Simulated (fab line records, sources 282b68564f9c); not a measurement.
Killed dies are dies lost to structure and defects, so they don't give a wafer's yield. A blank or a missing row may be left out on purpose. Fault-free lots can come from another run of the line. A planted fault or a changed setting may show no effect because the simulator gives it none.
Commonality check across tools + flow rit-cmos + Sample size 14 lots and 42 wafers

== WHY IT WAS OPENED ==
At RIT_NSD_TW_MEAS_10 the reading NSD_TW is flagged on 2 of 14 lots. No-fault wafers: 3134, standard deviation 39.
Rule: a lot is flagged when every wafer of it that has a number lies more than 4 standard deviations from that mean, or none has a number. The other lots count as sound.

| lot  | measured    | on            | NSD_TW, wafer by wafer | flag    |
|------|-------------|---------------|------------------------|---------|
| L271 | day 3 15:52 | film-metro-03 | 3187 3179 3183         |         |
| L272 | day 3 23:52 | film-metro-03 | 3198 3185 3166         |         |
| L273 | day 4 06:58 | film-metro-03 | 3176 3169 3186         |         |
| L275 | day 4 15:08 | film-metro-01 | 3069 3076 3067         |         |
| L276 | day 5 02:15 | film-metro-02 | 3096 3096 3087         |         |
| L277 | day 5 05:05 | film-metro-03 | 31 31 31               | FLAGGED |
| L278 | day 5 07:50 | film-metro-01 | 30 30 30               | FLAGGED |
| L282 | day 6 00:19 | film-metro-03 | 3167 3182 3174         |         |
| L283 | day 6 03:28 | film-metro-02 | 3102 3104 3132         |         |
| L284 | day 6 06:47 | film-metro-02 | 3095 3097 3109         |         |
| L285 | day 6 14:31 | film-metro-03 | 3183 3157 3172         |         |
| L287 | day 7 00:25 | film-metro-01 | 3102 3098 3093         |         |
| L288 | day 7 03:13 | film-metro-02 | 3096 3101 3109         |         |
| L289 | day 7 09:39 | film-metro-03 | 3164 3161 3156         |         |
The mean of the flagged lots' numbers is 30, -3104 from the usual (-80 standard deviations).

== TOOL THAT RAN EACH LOT ==
2 process steps preceding the reading are held in the record, out of 202 steps in the route. Read each cell as the tool, then ch plus the chambers that the sampled wafers visited, then the start.
| lot  | flag    | RIT_ACTIVE_ETCH_13                | RIT_NSD_IMPLANT_08             |
|------|---------|-----------------------------------|--------------------------------|
| L271 |         | rie-diel-01 ch 0,1,2, day 2 05:50 | implanter-02 ch 0, day 3 15:33 |
| L272 |         | rie-diel-02 ch 1,2,3, day 2 10:50 | implanter-04 ch 0, day 3 23:32 |
| L273 |         | rie-diel-04 ch 0,2, day 2 15:43   | implanter-04 ch 0, day 4 06:38 |
| L275 |         | rie-diel-02 ch 0,1, day 3 01:52   | implanter-02 ch 0, day 4 14:50 |
| L276 |         | rie-diel-02 ch 0,1,3, day 3 06:51 | implanter-04 ch 0, day 5 01:55 |
| L277 | FLAGGED | rie-diel-02 ch 1,3, day 3 13:50   | implanter-04, day 5 04:46      |
| L278 | FLAGGED | rie-diel-04 ch 1,2, day 3 16:50   | implanter-02, day 5 07:30      |
| L282 |         | rie-diel-02 ch 0,1,3, day 4 12:58 | implanter-03 ch 0, day 5 23:59 |
| L283 |         | rie-diel-01 ch 0,3, day 4 18:04   | implanter-02 ch 0, day 6 03:08 |
| L284 |         | rie-diel-02 ch 2,3, day 4 22:43   | implanter-03 ch 0, day 6 06:29 |
| L285 |         | rie-diel-01 ch 0,2,3, day 5 04:34 | implanter-02 ch 0, day 6 14:13 |
| L287 |         | rie-diel-01 ch 0,1,2, day 5 15:40 | implanter-03 ch 0, day 7 00:07 |
| L288 |         | rie-diel-04 ch 0,2,3, day 5 18:45 | implanter-02 ch 0, day 7 02:53 |
| L289 |         | rie-diel-04 ch 0,1,2, day 5 23:55 | implanter-02 ch 0, day 7 09:20 |
What the steps here do:
- RIT_ACTIVE_ETCH_13: etches Si3N4 in SF6, stops on SiO2, time 210 s, target depth 210 nm.
- RIT_NSD_IMPLANT_08
- RIT_NSD_TW_MEAS_10

== FLAGGED OVER TOTAL, TOOL BY TOOL (the gauges that took the reading come last) ==
| step               | tool          | lots run | flagged | share of the flagged lots | sound lots run after its first flagged lot |
|--------------------|---------------|----------|---------|---------------------------|--------------------------------------------|
| RIT_ACTIVE_ETCH_13 | rie-diel-01   | 4        | 0       | none                      | -                                          |
| RIT_ACTIVE_ETCH_13 | rie-diel-02   | 6        | 1       | some                      | 2 (L282,L284)                              |
| RIT_ACTIVE_ETCH_13 | rie-diel-04   | 4        | 1       | some                      | 2 (L288,L289)                              |
| RIT_NSD_IMPLANT_08 | implanter-02  | 7        | 1       | some                      | 4 (L283,L285,L288,L289)                    |
| RIT_NSD_IMPLANT_08 | implanter-03  | 3        | 0       | none                      | -                                          |
| RIT_NSD_IMPLANT_08 | implanter-04  | 4        | 1       | some                      | 0                                          |
| RIT_NSD_TW_MEAS_10 | film-metro-01 | 3        | 1       | some                      | 1 (L287)                                   |
| RIT_NSD_TW_MEAS_10 | film-metro-02 | 4        | 0       | none                      | -                                          |
| RIT_NSD_TW_MEAS_10 | film-metro-03 | 7        | 1       | some                      | 3 (L282,L285,L289)                         |

== THE TABLE: WHAT IT ALLOWS ==
No row of the table ran every flagged lot.

== WHAT THE SIMULATOR PUT IN ==
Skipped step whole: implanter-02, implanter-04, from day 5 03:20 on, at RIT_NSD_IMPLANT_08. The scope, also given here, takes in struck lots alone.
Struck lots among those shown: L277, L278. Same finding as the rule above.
